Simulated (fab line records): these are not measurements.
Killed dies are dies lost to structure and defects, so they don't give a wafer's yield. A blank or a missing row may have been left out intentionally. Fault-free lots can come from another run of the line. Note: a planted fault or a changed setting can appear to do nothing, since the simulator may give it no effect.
Which tool did it? + flow berkeley cmos170 + 13 lots (39 wafers sampled), 1 step of a 331-step route

== WHAT THE GAUGES READ, wafer by wafer ==
UCB170_GATE_OVL_MEAS_13. Usual: GATE_OVL typically reads 1 nm, with standard deviation 5.4.
| lot  | measured     | on         | GATE_OVL (nm) | flag |
|------|--------------|------------|---------------|------|
| L303 | day 6 00:46  | overlay-02 | -3 -4 -1      |      |
| L301 | day 6 00:59  | overlay-01 | 5 -2 5        |      |
| L302 | day 6 01:07  | overlay-02 | -5 4 -2       |      |
| L304 | day 6 08:47  | overlay-01 | 6 12 9        |      |
| L305 | day 6 08:55  | overlay-01 | 0 -4 -1       |      |
| L306 | day 7 01:13  | overlay-02 | 7 9 -2        |      |
| L307 | day 7 07:22  | overlay-02 | 3 4 2         |      |
| L308 | day 7 21:14  | overlay-02 | -6 -1 1       |      |
| L309 | day 8 05:52  | overlay-01 | 12 0 13       |      |
| L317 | day 9 20:19  | overlay-01 | 9 2 5         |      |
| L319 | day 10 08:47 | overlay-01 | 2 4 3         |      |
| L321 | day 10 17:23 | overlay-01 | -4 -4 -5      |      |
| L324 | day 11 07:11 | overlay-01 | -7 -3 5       |      |

== WHICH TOOL RAN EACH LOT (tool, then ch and the chambers of the sampled wafers, then the start) ==
Before these readings, the record contains no process step.

== AS READ BY THE TOOLS THEMSELVES (means over the sampled wafers that have a number; for cases with no such wafer, the mark the record gives instead) ==
The record holds no such reading with a usual standard deviation.

== THE ANSWER, worked out from the rows above alone ==
Rule: take the mean of a lot's wafers that have a number; if it is more than 3 standard deviations from the usual mean, the lot is off. A lot without any number at a reading at which 4 lots or more have one is off too. The other lots that the step has rows for count as sound. Order of review: gauges by route order, followed by the tools' own readings, for which a lot's mean as printed above is used. At the first step where some lot is off, the reading lying furthest off is the one used; lots without a number count as furthest.
Across all readings shown, no lot is off: no conclusion can be drawn from this.

== WHAT HAD BEEN PUT IN BY THE SIMULATOR ==
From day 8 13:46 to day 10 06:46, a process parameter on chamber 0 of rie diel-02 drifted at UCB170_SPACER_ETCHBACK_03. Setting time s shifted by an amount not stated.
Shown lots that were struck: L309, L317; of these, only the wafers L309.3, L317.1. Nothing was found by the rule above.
